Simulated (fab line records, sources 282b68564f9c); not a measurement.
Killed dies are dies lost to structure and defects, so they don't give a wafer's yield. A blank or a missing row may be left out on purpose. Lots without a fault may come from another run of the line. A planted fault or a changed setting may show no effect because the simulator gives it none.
Problem report in the 8D (eight disciplines) form, filled by code | flow rit_cmos | the parts of the form that need people (team, actions taken, sign-off) are left out

1. THE PROBLEM
REOX_OXIDE_THK at RIT_REOX_THK_MEAS_04 reads a mean of 19.8 nm on 9 wafers of 3 lots; wafers without a fault read 25.3 nm with a standard deviation of 0.53. That is -10 standard deviations from the usual mean.
First seen on wafer L157.2, day 4 12:13, on film_metro-01. The record holds 45 wafers of 15 lots with a number at this step. Rule for "out", or "out of limits": more than 4 standard deviations from the usual mean. The other wafers with a number count as sound.

2. WHAT IT IS AND WHAT IT IS NOT
question                    | is                           | is not
which readings at this step | REOX_OXIDE_THK               | -
which lots                  | L157, L158, L159             | L151, L153, L154, L155, L156, L166, L167, L168, L171, L172, L173, L174
which wafers of those lots  | all that have a number       | -
read on which gauges        | film_metro-01, film_metro-03 | film_metro-04
when                        | from day 4 12:13             | up to then (15 sound wafers); but 21 sound wafers of L166, L167, L168, L171, L172, L173, L174 came after

3. SUSPECTS, AND WHAT RULES EACH OUT
Counting: a tool at a process step up to the reading stays a suspect if it ran every lot that is out and no sound lot after the first of them.
- the gauge at RIT_REOX_THK_MEAS_04: ruled out. The wafers that are out were read on 2 gauges (film_metro-01, film_metro-03).
- furnace-03 at RIT_REOX_OXIDATION_03 (target thk 25.2 nm, ox time 5580 s): kept. It ran every lot that is out, first L157 (day 4 09:39), and no sound lot after that; its last sound lot up to then is L156 (day 4 06:51). Its own readings are out on those wafers: spike_tc_centre_C, spike_tc_load_C, spike_tc_source_C, tube_center_temp_C, tube_center_temp_C_max.
Left after counting: furnace-03 at RIT_REOX_OXIDATION_03.

4. THE CAUSE (what the simulator had put in)
Process parameter drift: furnace-03, from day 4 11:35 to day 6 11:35, at RIT_REOX_OXIDATION_03. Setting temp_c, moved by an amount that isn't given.
Counting left only this tool.

5. THE CHAIN OF EFFECTS, in route order
Each row: a reading whose mean over the struck wafers that have a number lies more than 3 standard deviations from the usual. Only readings for which the record gives a usual standard deviation are gone through. hours: the time from each lot's start at the first step in this table that gives one to its start at this step, as a median over the lots. sigmas: the change in usual standard deviations.
hours | step                  | reading                | usual    | on struck wafers | change | sigmas
0     | RIT_REOX_OXIDATION_03 | spike_tc_centre_C      | 903.4 C  | 877.5            | -25.9  | -22
0     | RIT_REOX_OXIDATION_03 | spike_tc_load_C        | 925.3 C  | 901.7            | -23.6  | -15
0     | RIT_REOX_OXIDATION_03 | spike_tc_source_C      | 922.3 C  | 893.0            | -29.3  | -12
0     | RIT_REOX_OXIDATION_03 | tube_center_temp_C     | 900.01 C | 874.97           | -25.04 | -99 or more
0     | RIT_REOX_OXIDATION_03 | tube_center_temp_C_max | 902.3    | 877.2            | -25.1  | -66
3     | RIT_REOX_THK_MEAS_04  | REOX_OXIDE_THK         | 25.3 nm  | 19.8             | -5.5   | -10
The process steps in it:
- RIT_REOX_OXIDATION_03: target thk 25.2 nm, ox time 5580 s.
Later measuring or inspecting steps at which every struck wafer that the step has a row for has a number for every such reading, and none has moved that far: RIT_PSD_OVL_MEAS_06.

6. WHAT WOULD HAVE CAUGHT IT SOONER
In this record the first reading out of limits at a measuring or inspecting step was taken at day 4 12:13, 1 hour after the fault began at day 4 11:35.
The tool's own readings at RIT_REOX_OXIDATION_03 were out on every struck wafer that the step has a row for (spike_tc_centre_C, spike_tc_load_C, spike_tc_source_C, tube_center_temp_C, tube_center_temp_C_max): an alarm limit on them would have fired on the first of those.
Of the lots that are out (3), L158, L159 began RIT_REOX_OXIDATION_03 on furnace-03 after day 4 12:13. A hold on the tool at that time would have spared those 2.
